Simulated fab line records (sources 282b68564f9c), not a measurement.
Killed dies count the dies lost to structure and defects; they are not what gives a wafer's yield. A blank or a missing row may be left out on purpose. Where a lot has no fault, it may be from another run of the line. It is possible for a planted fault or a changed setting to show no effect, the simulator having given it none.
A lot that was struck, set against a sound lot / flow rit-cmos / 21 steps out of a route of 202
Sound: the wafers L953.2, L953.3, L953.4. Wafers struck: L945.1, L945.2, L945.4. The cause is named last.
Per side, at each step with rows, come the tool, then ch with its chambers, and then its first start. Under that, the readings that differ: sound wafers / struck wafers / difference of the means / sigmas: that difference in standard deviations of wafers without a fault.
alike: readings whose means differ by less than 2 such deviations, and words and numbers that are the same on both sides. not compared: withheld readings, readings that some wafer has no value for, bounds like >300 that may hide the same value, and numbers for which the record gives no deviation and whose values overlap.
The two part at a step that has a row with sigmas, a row that says differs or no value, or rows on one side only. Numbers that don't overlap but have no deviation are shown without sigmas and don't part them. A reading that every wafer of one side lacks parts them only if that side has two wafers or more.

RIT_PLDD_OVL_MEAS_06:
  sound on overlay-01 at day 7 10:30; struck on overlay-02 at day 5 16:22
  alike: PLDD_OVL
then, 2 steps without rows for these wafers: RIT_PLDD_HARDBAKE_07 (time 60 s); RIT_PLDD_IMPLANT_08.
RIT_PLDD_STRIP_09: strips in O2, time 180 s.
  sound on plasma-asher-04 ch 0,1, day 7 10:50; struck on plasma-asher-02 ch 0,1, day 5 16:55
  alike: drypump-motor-current-A, o2-flow-sccm
  not compared: rf-hours-counter-h
RIT_PLDD_TW_MEAS_10:
  sound on film-metro-01 at day 7 11:01; struck on film-metro-01 at day 5 17:05
  alike: PLDD_TW
then, 4 steps without rows for these wafers: RIT_SPACER_CLEAN_00 (cleans in SC1, time 600 s); RIT_SPACER_CLEAN_01 (cleans in dHF, time 30 s); RIT_SPACER_CLEAN_02 (cleans in SC2, time 600 s); RIT_SPACER_CVD_03 (deposits Si3N4 from SiH2Cl2/NH3, target thk 250 nm, time 3300 s).
RIT_SPACER_THK_MEAS_04:
  sound on film-metro-01 at day 7 13:22; struck on film-metro-01 at day 5 20:23
  alike: SPACER_NITRIDE_THK
RIT_SPACER_ETCHBACK_05: etches Si3N4 in SF6/CHF3, stops on SiO2, target depth 250 nm, time 240 s.
  sound on rie-diel-03 ch 0,2,3, day 7 13:25; struck on rie-diel-04 ch 1,2,3, day 5 20:27
  alike: drypump-motor-current-A, oes-product-au, throttle-valve-pct
  not compared: rf-hours-counter-h
then, 1 step without rows for these wafers: RIT_NSD_HMDS_00 (prime time 60 s).
RIT_NSD_COAT_01: resist thk 1000 nm.
  sound on litho-track-02 ch 0, day 7 13:44; struck on litho-track-04 ch 0, day 5 20:45
reading=dispense-pressure-kPa (kPa); sound=50.0 50.0 50.0; struck=49.1 49.1 49.1; difference=-0.9; sigmas=-2
reading=model.NOVOLAK_of_NSD_COAT_01.thk-nm (nm); sound=1002 1001 1002; struck=892.4 890.8 892.8; difference=-109.7; sigmas=
  alike: resist-line-temp-C
then, 4 steps without rows for these wafers: RIT_NSD_SOFTBAKE_02 (time 60 s); RIT_NSD_EXPOSE_03 (exposes mask M9, target cd 40700 nm); RIT_NSD_PEB_04; RIT_NSD_DEVELOP_05 (develop time 50 s).
RIT_NSD_OVL_MEAS_06:
  sound on overlay-01 at day 7 14:32; struck on overlay-01 at day 5 21:35
  alike: NSD_OVL
RIT_NSD_HARDBAKE_07: time 60 s.
  sound on litho-track-02 ch 0, day 7 14:36; struck on litho-track-03 ch 0, day 5 21:37
reading=model.NOVOLAK_of_NSD_COAT_01.thk-nm (nm); sound=885.7 884.6 885.3; struck=789.5 788.1 790; difference=-96.0; sigmas=
  alike: resist-line-temp-C
next, for these wafers, 1 step has no rows: RIT_NSD_IMPLANT_08.
RIT_M1_PROBE_99:
  sound on prober-01 at day 8 01:14; struck on prober-01 at day 6 07:29
reading=killed_at_M0_to_M3; sound=0 0 0; struck=1 0 0; difference=+0; sigmas=+2
  alike: killed-at-contacts, killed-at-front-end, killed-dies, killed-open, killed-short

## WHERE THEY PART
First at RIT_NSD_COAT_01; last, within this record, at RIT_M1_PROBE_99.

WHY: what had been put in by the simulator
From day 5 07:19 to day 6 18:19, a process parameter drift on litho-track-04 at RIT_NSD_COAT_01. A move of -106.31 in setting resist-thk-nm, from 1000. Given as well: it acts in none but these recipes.
